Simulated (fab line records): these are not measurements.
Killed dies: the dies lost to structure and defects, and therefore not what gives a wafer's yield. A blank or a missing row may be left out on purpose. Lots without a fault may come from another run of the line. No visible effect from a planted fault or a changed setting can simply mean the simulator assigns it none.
Which tool did it? / flow ritCmos / Sampling: 14 lots, 42 wafers, 2 of 202 route steps

## WHAT THE GAUGES READ, wafer by wafer
The record lacks any reading of a measuring or inspecting step that a usual standard deviation could be used to judge.

## TOOL THAT RAN EACH LOT (tool first, then ch and the chambers of the sampled wafers, then the start)
lot=L247; RIT_M1_SPUTTER_00=pvdSputter-01, day 3 17:59; RIT_M1_PROBE_99=prober-02, day 3 22:10
lot=L249; RIT_M1_SPUTTER_00=pvdSputter-02, day 3 21:56; RIT_M1_PROBE_99=prober-01, day 4 02:14
lot=L248; RIT_M1_SPUTTER_00=pvdSputter-01, day 3 23:52; RIT_M1_PROBE_99=prober-02, day 4 03:53
lot=L250; RIT_M1_SPUTTER_00=pvdSputter-04, day 4 04:50; RIT_M1_PROBE_99=-
lot=L251; RIT_M1_SPUTTER_00=pvdSputter-02, day 4 09:20; RIT_M1_PROBE_99=-
lot=L255; RIT_M1_SPUTTER_00=pvdSputter-02, day 5 03:23; RIT_M1_PROBE_99=prober-02, day 5 07:35
lot=L257; RIT_M1_SPUTTER_00=pvdSputter-01, day 5 11:44; RIT_M1_PROBE_99=prober-01, day 5 16:04
lot=L256; RIT_M1_SPUTTER_00=pvdSputter-02, day 5 13:58; RIT_M1_PROBE_99=prober-02, day 5 18:03
lot=L264; RIT_M1_SPUTTER_00=pvdSputter-01, day 6 18:46; RIT_M1_PROBE_99=-
lot=L265; RIT_M1_SPUTTER_00=pvdSputter-04, day 7 05:04; RIT_M1_PROBE_99=-
lot=L267; RIT_M1_SPUTTER_00=pvdSputter-04, day 7 13:07; RIT_M1_PROBE_99=-
lot=L268; RIT_M1_SPUTTER_00=pvdSputter-01, day 7 19:06; RIT_M1_PROBE_99=-
lot=L269; RIT_M1_SPUTTER_00=pvdSputter-04, day 8 00:38; RIT_M1_PROBE_99=-
lot=L270; RIT_M1_SPUTTER_00=pvdSputter-01, day 8 05:33; RIT_M1_PROBE_99=-
- RIT_M1_SPUTTER_00: material Al, target thk 400 nm, time 500 s.
- RIT_M1_PROBE_99

## AS READ BY THE TOOLS THEMSELVES (means over the sampled wafers that have a number; for cases with no such wafer, the mark the record gives instead)
RIT_M1_SPUTTER_00.
lot=L247; tool=pvdSputter-01; chamberPressurePa (Pa)=0.4002; substrateTempC (C)=24.97; throttleValvePct (%)=30.4
lot=L249; tool=pvdSputter-02; chamberPressurePa (Pa)=0.4000; substrateTempC (C)=25.14; throttleValvePct (%)=30.1
lot=L248; tool=pvdSputter-01; chamberPressurePa (Pa)=0.3993; substrateTempC (C)=25.08; throttleValvePct (%)=30.4
lot=L250; tool=pvdSputter-04; chamberPressurePa (Pa)=0.3997; substrateTempC (C)=25.09; throttleValvePct (%)=29.1
lot=L251; tool=pvdSputter-02; chamberPressurePa (Pa)=0.3998; substrateTempC (C)=24.93; throttleValvePct (%)=30.1
lot=L255; tool=pvdSputter-02; chamberPressurePa (Pa)=0.3848; substrateTempC (C)=24.96; throttleValvePct (%)=30.9
lot=L257; tool=pvdSputter-01; chamberPressurePa (Pa)=0.4007; substrateTempC (C)=25.01; throttleValvePct (%)=30.5
lot=L256; tool=pvdSputter-02; chamberPressurePa (Pa)=0.3859; substrateTempC (C)=24.99; throttleValvePct (%)=30.8
lot=L264; tool=pvdSputter-01; chamberPressurePa (Pa)=0.4000; substrateTempC (C)=25.01; throttleValvePct (%)=30.2
lot=L265; tool=pvdSputter-04; chamberPressurePa (Pa)=0.4011; substrateTempC (C)=25.07; throttleValvePct (%)=30.2
lot=L267; tool=pvdSputter-04; chamberPressurePa (Pa)=0.3996; substrateTempC (C)=24.99; throttleValvePct (%)=29.9
lot=L268; tool=pvdSputter-01; chamberPressurePa (Pa)=0.4005; substrateTempC (C)=24.94; throttleValvePct (%)=29.6
lot=L269; tool=pvdSputter-04; chamberPressurePa (Pa)=0.4004; substrateTempC (C)=25.02; throttleValvePct (%)=30.6
lot=L270; tool=pvdSputter-01; chamberPressurePa (Pa)=0.4003; substrateTempC (C)=24.95; throttleValvePct (%)=29.7

RIT_M1_PROBE_99.
lot=L247; tool=prober-02; defectLimitedYield (%)=96.6; killedAtContacts=0.0; killedAtFrontEnd=9; killedDies=9; killedOpen=4.7; killedShort=4.3; sort_bin_3_pad_short (%)=0.3; sort_bin_5_function (%)=1.4; sort_bin_6_memory (%)=1.8; sortNPass=255; sortYieldPct (%)=96.6
lot=L249; tool=prober-01; defectLimitedYield (%)=98.6; killedAtContacts=0.0; killedAtFrontEnd=4; killedDies=4; killedOpen=2.3; killedShort=1.3; sort_bin_3_pad_short (%)=0.1; sort_bin_5_function (%)=1.0; sort_bin_6_memory (%)=0.3; sortNPass=260; sortYieldPct (%)=98.6
lot=L248; tool=prober-02; defectLimitedYield (%)=96.3; killedAtContacts=0.0; killedAtFrontEnd=10; killedDies=10; killedOpen=5.7; killedShort=4.0; sort_bin_3_pad_short (%)=0.0; sort_bin_5_function (%)=1.9; sort_bin_6_memory (%)=1.8; sortNPass=254; sortYieldPct (%)=96.3
lot=L255; tool=prober-02; defectLimitedYield (%)=98.1; killedAtContacts=0.0; killedAtFrontEnd=5; killedDies=5; killedOpen=2.7; killedShort=2.3; sort_bin_3_pad_short (%)=0.0; sort_bin_5_function (%)=0.9; sort_bin_6_memory (%)=1.0; sortNPass=259; sortYieldPct (%)=98.1
lot=L257; tool=prober-01; defectLimitedYield (%)=98.4; killedAtContacts=0.0; killedAtFrontEnd=4; killedDies=4; killedOpen=1.7; killedShort=2.7; sort_bin_3_pad_short (%)=0.0; sort_bin_5_function (%)=1.1; sort_bin_6_memory (%)=0.5; sortNPass=260; sortYieldPct (%)=98.4
lot=L256; tool=prober-02; defectLimitedYield (%)=95.3; killedAtContacts=0.3; killedAtFrontEnd=12; killedDies=12; killedOpen=6.0; killedShort=6.3; sort_bin_3_pad_short (%)=0.5; sort_bin_5_function (%)=2.6; sort_bin_6_memory (%)=1.5; sortNPass=252; sortYieldPct (%)=95.3

## THE ANSWER, worked out from the rows above alone
Rule: the lots themselves supply what counts as usual. Put in order of their means at a reading, lots are off if they are a third of the lots or fewer, leave a main group of 4 or more, and stand apart from it by a gap of 3 or more times the standard deviation of the main group's means; of several such gaps the widest counts. A main group whose means are all the same, to the digits that the tables above print for the reading, isn't used. Also off: a lot with no number at a reading for which 4 or more lots have one. Where the step has rows for the other lots, those lots are counted as sound. After the gauges, taken in route order, come the tools' own readings; for these a lot's mean is taken, as printed above. At the first step where some lot is off, the reading lying furthest off is the one used; lots without a number count as furthest.
Off: L255, L256, at RIT_M1_SPUTTER_00 (chamberPressurePa). Mean 0.4001 Pa and standard deviation 0.00048 in the main group.
If a tool, at that step or one of the process steps before it, ran each lot that is off and ran no sound lot following the first of them, it fits. One fits: RIT_M1_SPUTTER_00 on pvdSputter-02. A fault onset in the window from L251 (day 4 09:20, its last sound lot) to L255 (day 5 03:23, its first lot off) fits.
The tool's own readings at RIT_M1_SPUTTER_00 bear it out: on the lots that are off they differ by more than 5 times the standard deviation of the sound lots' means. chamberPressurePa reads 0.3853 Pa there against 0.4001 Pa on the sound lots.

## WHAT HAD BEEN PUT IN BY THE SIMULATOR
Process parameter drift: pvdSputter-02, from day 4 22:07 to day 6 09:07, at RIT_M1_SPUTTER_00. The setting chamberPressurePa was moved by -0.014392, starting from 0.4. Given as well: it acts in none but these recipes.
Lots struck among those shown: L255, L256. The rule given above showed the same thing.
